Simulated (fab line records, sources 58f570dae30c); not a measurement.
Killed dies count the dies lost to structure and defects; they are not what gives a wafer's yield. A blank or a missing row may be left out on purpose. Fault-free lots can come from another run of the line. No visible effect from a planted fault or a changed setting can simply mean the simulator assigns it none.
Which tool did it? | flow berkeley_cmos170 | 6 lots with 18 wafers sampled at 2 steps, on a route of 331 steps

== WHAT EACH GAUGE READ, for each wafer ==
UCB170_ACTIVE_CD_MEAS_13: target cd 1200 nm.
lot  | measured    | on        | cd_nm (nm)
L546 | day 5 08:07 | cd_sem-02 | 1200.5 1201.1 1199.8
L554 | day 6 01:05 | cd_sem-02 | 1202.5 1201.0 1202.5
L558 | day 7 07:27 | cd_sem-02 | 1200.4 1202.2 1202.4
L559 | day 7 16:01 | cd_sem-02 | 1200.4 1200.2 1202.0
L560 | day 7 21:02 | cd_sem-02 | 1201.0 1199.6 1199.9
L563 | day 8 15:48 | cd_sem-02 | 1200.0 1202.0 1202.2

== TOOL THAT RAN EACH LOT (tool first, then ch and the chambers of the sampled wafers, then the start) ==
lot  | UCB170_ACTIVE_EXPOSE_10
L546 | krf_scanner-01 ch 0, day 5 07:01
L554 | krf_scanner-02 ch 0, day 6 00:35
L558 | krf_scanner-01 ch 0, day 7 07:03
L559 | krf_scanner-02 ch 0, day 7 15:32
L560 | krf_scanner-01 ch 0, day 7 20:23
L563 | krf_scanner-01 ch 0, day 8 15:16
- UCB170_ACTIVE_EXPOSE_10: exposes mask ACTIVE, target cd 1200 nm.

== THE ANSWER, worked out from the rows above alone ==
Rule: the lots themselves supply what counts as usual. Put in order of their means at a reading, lots are off if they are a third of the lots or fewer, leave a main group of 4 or more, and stand apart from it by a gap of 3 or more times the standard deviation of the main group's means; of several such gaps the widest counts. A main group is skipped when, at the precision printed for the reading in the tables above, its means are all equal. A lot without any number at a reading at which 4 lots or more have one is off too. All remaining lots with rows at the step are treated as sound.
Nothing can be told from this: no lot is off at any reading shown.

== WHAT THE SIMULATOR HAD PUT IN ==
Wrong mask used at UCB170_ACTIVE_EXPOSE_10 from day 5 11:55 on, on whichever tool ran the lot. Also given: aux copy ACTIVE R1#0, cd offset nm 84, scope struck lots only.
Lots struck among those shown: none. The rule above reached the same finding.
